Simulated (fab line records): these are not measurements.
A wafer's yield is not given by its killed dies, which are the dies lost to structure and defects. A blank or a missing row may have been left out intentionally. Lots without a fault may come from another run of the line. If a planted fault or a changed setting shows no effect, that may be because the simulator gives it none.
Shared-tool check	flow berkeley cmos170	13 lots, 39 wafers sampled

## WHY IT WAS OPENED
On 1 of the 13 lots, a flag is raised at UCB170_GATE_CD_MEAS_12 on the reading cd nm. Wafers without a fault read 350.5 nm, standard deviation 1.7.
Rule: a lot is flagged in two cases, either no wafer of it has a number, or all its wafers with numbers fall more than 4 standard deviations from that mean. The rest of the lots are taken to be sound.

lot	measured	on	cd nm (nm), wafer by wafer	flag
L287	day 7 17:01	cd sem-01	351.6 351.5 351.0	
L286	day 7 17:58	cd sem-02	349.6 347.5 347.7	
L285	day 7 18:04	cd sem-02	348.9 348.3 348.5	
L290	day 8 11:14	cd sem-02	351.2 351.0 350.5	
L288	day 8 11:24	cd sem-01	350.8 350.7 352.1	
L291	day 8 11:47	cd sem-01	352.5 351.8 350.5	
L292	day 9 00:48	cd sem-01	352.6 351.3 352.5	
L293	day 9 01:04	cd sem-01	351.8 349.7 350.1	
L295	day 9 23:09	cd sem-02	280.9 280.2 281.7	FLAGGED
L299	day 10 18:06	cd sem-02	352.2 353.0 353.4	
L301	day 11 09:01	cd sem-02	351.1 350.6 351.2	
L305	day 11 16:35	cd sem-01	351.2 351.5 351.4	
L306	day 11 16:52	cd sem-02	347.3 347.4 348.6	
Average over the flagged lots: 280.9 nm; offset from the usual -69.6 nm, equal to -41 standard deviations.

## LOT BY LOT: THE TOOL USED
The record holds 1 process step before the reading, out of a route of 331 steps. Every cell lists first the tool, next ch and the chambers used by the sampled wafers, and last the start.
lot	flag	UCB170_GATE_EXPOSE_09
L287		krf scanner-02 ch 0, day 7 15:52
L286		krf scanner-02 ch 0, day 7 16:35
L285		krf scanner-02 ch 0, day 7 16:41
L290		krf scanner-02 ch 0, day 8 10:41
L288		krf scanner-01 ch 0, day 8 10:55
L291		krf scanner-01 ch 0, day 8 11:24
L292		krf scanner-01 ch 0, day 9 00:05
L293		krf scanner-02 ch 0, day 9 00:16
L295	FLAGGED	krf scanner-01 ch 0, day 9 22:46
L299		krf scanner-02 ch 0, day 10 17:42
L301		krf scanner-02 ch 0, day 11 08:28
L305		krf scanner-01 ch 0, day 11 15:52
L306		krf scanner-02 ch 0, day 11 16:11
These steps, and what they do:
- UCB170_GATE_EXPOSE_09: exposes mask POLY, target cd 350 nm.
- UCB170_GATE_CD_MEAS_12: target cd 350 nm.

## FLAGGED AGAINST TOTAL, ONE TOOL AT A TIME (gauges that did the reading follow at the end)
step	tool	lots run	flagged	share of the flagged lots	sound lots run after its first flagged lot
UCB170_GATE_EXPOSE_09	krf scanner-01	5	1	all	1 (L305)
UCB170_GATE_EXPOSE_09	krf scanner-02	8	0	none	-
UCB170_GATE_CD_MEAS_12	cd sem-01	6	0	none	-
UCB170_GATE_CD_MEAS_12	cd sem-02	7	1	all	3 (L299,L301,L306)

## WHAT THE TABLE ALLOWS
In 2 table rows, all flagged lots were run: krf scanner-01 (UCB170_GATE_EXPOSE_09), cd sem-02 (UCB170_GATE_CD_MEAS_12).
- krf scanner-01 at UCB170_GATE_EXPOSE_09 ran 5 lots, 1 of them flagged. After the first flagged lot (L305), sound lots still ran on it; a lasting fault on the whole tool would not permit that.
- cd sem-02 at UCB170_GATE_CD_MEAS_12 ran 7 lots, 1 of them flagged. After the first flagged lot (L299, L301, L306), sound lots still ran on it; a lasting fault on the whole tool would not permit that.
Not one row of the table ran every flagged lot while running no sound lot after the first.

## WHAT THE SIMULATOR HAD PUT IN
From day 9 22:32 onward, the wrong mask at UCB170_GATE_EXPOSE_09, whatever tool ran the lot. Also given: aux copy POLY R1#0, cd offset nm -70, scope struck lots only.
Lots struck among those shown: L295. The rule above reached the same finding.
